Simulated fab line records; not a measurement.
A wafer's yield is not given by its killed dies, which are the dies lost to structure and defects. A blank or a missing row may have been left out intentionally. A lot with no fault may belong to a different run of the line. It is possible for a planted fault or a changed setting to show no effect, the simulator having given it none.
Problem report in the 8D (eight disciplines) form, filled by code | flow ritCmos | the parts of the form that need people (team, actions taken, sign-off) are left out

1. THE ISSUE
Wafers without a fault read 627 s, standard deviation 3.4; runLengthS at RIT_CONTACT_CLEAN_13 reads a mean of 552 s on 6 wafers belonging to 2 lots. Measured from the usual mean, that is -22 standard deviations.
The step: cleans in SC1, time 600 s.
Earliest sighting: wafer L817.3 on wetBench-02 at day 6 01:41. The record holds 42 wafers of 14 lots with a number at this step. Rule for "out" (also "out of limits"): further than 4 standard deviations from the usual mean. The other wafers with a number count as sound.

2. WHAT THIS IS AND IS NOT
question                    | is                     | is not
which readings at this step | runLengthS             | -
which lots                  | L817, L820             | L805, L807, L808, L809, L811, L812, L814, L815, L816, L822, L825, L827
which wafers of those lots  | all that have a number | -
read on which tools         | wetBench-02            | wetBench-01, wetBench-03
when                        | from day 6 01:41       | up to then (27 sound wafers); but 9 sound wafers of L822, L825, L827 came after

3. THE SUSPECTS, EACH WITH WHAT RULES IT OUT
Counting: a tool at a process step up to the reading stays a suspect if it ran every lot that is out and no sound lot after the first of them.
- wetBench-02 at RIT_CONTACT_CLEAN_13 (cleans in SC1, time 600 s): kept. It processed each lot that is out, first L817 at day 6 01:41, and no sound lot thereafter; up to then, the last sound lot it processed was L815 at day 5 10:57. Its own runLengthS readings are out on those wafers.
After counting, what remains is wetBench-02 at RIT_CONTACT_CLEAN_13.

4. THE CAUSE (what the simulator had put in)
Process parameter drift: wetBench-02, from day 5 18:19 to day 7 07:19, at RIT_CONTACT_CLEAN_13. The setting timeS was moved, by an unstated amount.
Only this tool survived the counting.

5. THE CHAIN OF EFFECTS, in route order
One row per reading whose mean, taken over the struck wafers that have a number, lies over 3 standard deviations from the usual. Only readings whose record carries a usual standard deviation are examined. hours: median over the lots of the time between each lot's start at the first step of this table that gives one and its start at this step. sigmas: the change, counted in usual standard deviations.
hours | step                 | reading    | usual | on struck wafers | change | sigmas
0     | RIT_CONTACT_CLEAN_13 | runLengthS | 627 s | 552              | -76    | -22
It contains these process steps:
- RIT_CONTACT_CLEAN_13: cleans in SC1, time 600 s.

6. WHAT WOULD HAVE CAUGHT IT SOONER
In this record no reading fell out of limits until day 6 01:41, 7 hours after the fault had begun at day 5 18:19.
